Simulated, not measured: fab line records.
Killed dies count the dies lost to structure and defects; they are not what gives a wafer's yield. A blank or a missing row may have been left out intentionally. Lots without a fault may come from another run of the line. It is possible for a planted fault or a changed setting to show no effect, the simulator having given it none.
Which tool is to blame? ; flow ritCmos ; 14 lots, 42 wafers sampled, at 2 steps of a route of 202

## WHAT EACH GAUGE READ, for each wafer
RIT_PRETRO_OVL_MEAS_06.
lot;measured;on;PRETRO_OVL (nm)
L609;day 2 07:29;overlay-01;0.3 0.2 -0.3
L610;day 2 12:44;overlay-02;2.9 1.7 0.0
L611;day 2 17:20;overlay-02;0.1 0.2 0.5
L612;day 2 21:34;overlay-01;1.7 1.3 1.1
L616;day 3 17:40;overlay-01;2.7 3.2 2.3
L618;day 4 03:19;overlay-01;0.4 -0.2 -0.6
L619;day 4 09:10;overlay-02;1.9 0.5 1.0
L620;day 4 13:23;overlay-02;1.1 0.8 1.9
L622;day 5 00:07;overlay-01;1.1 0.0 2.0
L623;day 5 05:07;overlay-02;- - -
L624;day 5 09:25;overlay-02;- - -
L625;day 5 14:41;overlay-02;-0.7 1.2 1.0
L628;day 6 06:16;overlay-02;1.3 1.2 2.5
L629;day 6 11:13;overlay-01;2.9 0.5 -1.1

## WHICH TOOL RAN EACH LOT (tool, then ch and the chambers of the sampled wafers, then the start)
lot;RIT_PRETRO_COAT_01
L609;lithoTrack-02 ch 0, day 2 06:37
L610;lithoTrack-02 ch 0, day 2 11:41
L611;lithoTrack-03 ch 0, day 2 16:36
L612;lithoTrack-02 ch 0, day 2 20:43
L616;lithoTrack-04 ch 0, day 3 16:56
L618;lithoTrack-04 ch 0, day 4 02:37
L619;lithoTrack-04 ch 0, day 4 08:19
L620;lithoTrack-04 ch 0, day 4 12:34
L622;lithoTrack-02 ch 0, day 4 23:27
L623;lithoTrack-02, day 5 04:10
L624;lithoTrack-04, day 5 08:43
L625;lithoTrack-04 ch 0, day 5 13:50
L628;lithoTrack-04 ch 0, day 6 05:32
L629;lithoTrack-04 ch 0, day 6 10:29
- RIT_PRETRO_COAT_01: resist thk 1300 nm.

## AS READ BY THE TOOLS THEMSELVES (means over the sampled wafers that have a number; for cases with no such wafer, the mark the record gives instead)
RIT_PRETRO_COAT_01.
lot;tool;chillPlateTempC (C);dispensePressureKPa (kPa)
L609;lithoTrack-02;23.06;51.2
L610;lithoTrack-02;23.03;51.2
L611;lithoTrack-03;23.16;45.6
L612;lithoTrack-02;22.91;51.2
L616;lithoTrack-04;23.08;51.3
L618;lithoTrack-04;22.97;51.2
L619;lithoTrack-04;23.02;51.3
L620;lithoTrack-04;22.97;51.2
L622;lithoTrack-02;23.00;51.2
L623;lithoTrack-02;-;-
L624;lithoTrack-04;-;-
L625;lithoTrack-04;22.95;51.2
L628;lithoTrack-04;23.07;51.1
L629;lithoTrack-04;22.96;51.1

## THE ANSWER, worked out from the rows above alone
Rule: what is usual is taken from the lots themselves. The widest of any qualifying gaps counts: lots, ordered by their means at a reading, are off when they make up no more than a third of the lots, leave a main group of 4 or more, and stand apart from it by 3 or more times the standard deviation of that group's means. If all means in a main group match to the digits the tables above print for the reading, that group is not used. Also off: a lot with no number at a reading for which 4 or more lots have one. Any other lot the step has rows for is counted as sound. The gauges are gone through in route order, then the tools' own readings, and for those a lot's mean is taken as printed above. The first step at which some lot is off is used, and at that step the reading that is off furthest; a lot without a number counts as furthest.
Off: L623, L624, at RIT_PRETRO_OVL_MEAS_06 (PRETRO_OVL). Without a number there: L623, L624. The main group has a mean of 1.0 nm with a standard deviation of 0.76.
If a tool, at a process step before that reading, ran all the lots that are off and no sound lot after the first of them, it fits. Not tried: the gauges at RIT_PRETRO_OVL_MEAS_06; whatever is off there is also off at RIT_PRETRO_COAT_01, on other tools, and gauge error can't account for it. Not one of the candidates tried fits.

## WHAT THE SIMULATOR HAD INSERTED
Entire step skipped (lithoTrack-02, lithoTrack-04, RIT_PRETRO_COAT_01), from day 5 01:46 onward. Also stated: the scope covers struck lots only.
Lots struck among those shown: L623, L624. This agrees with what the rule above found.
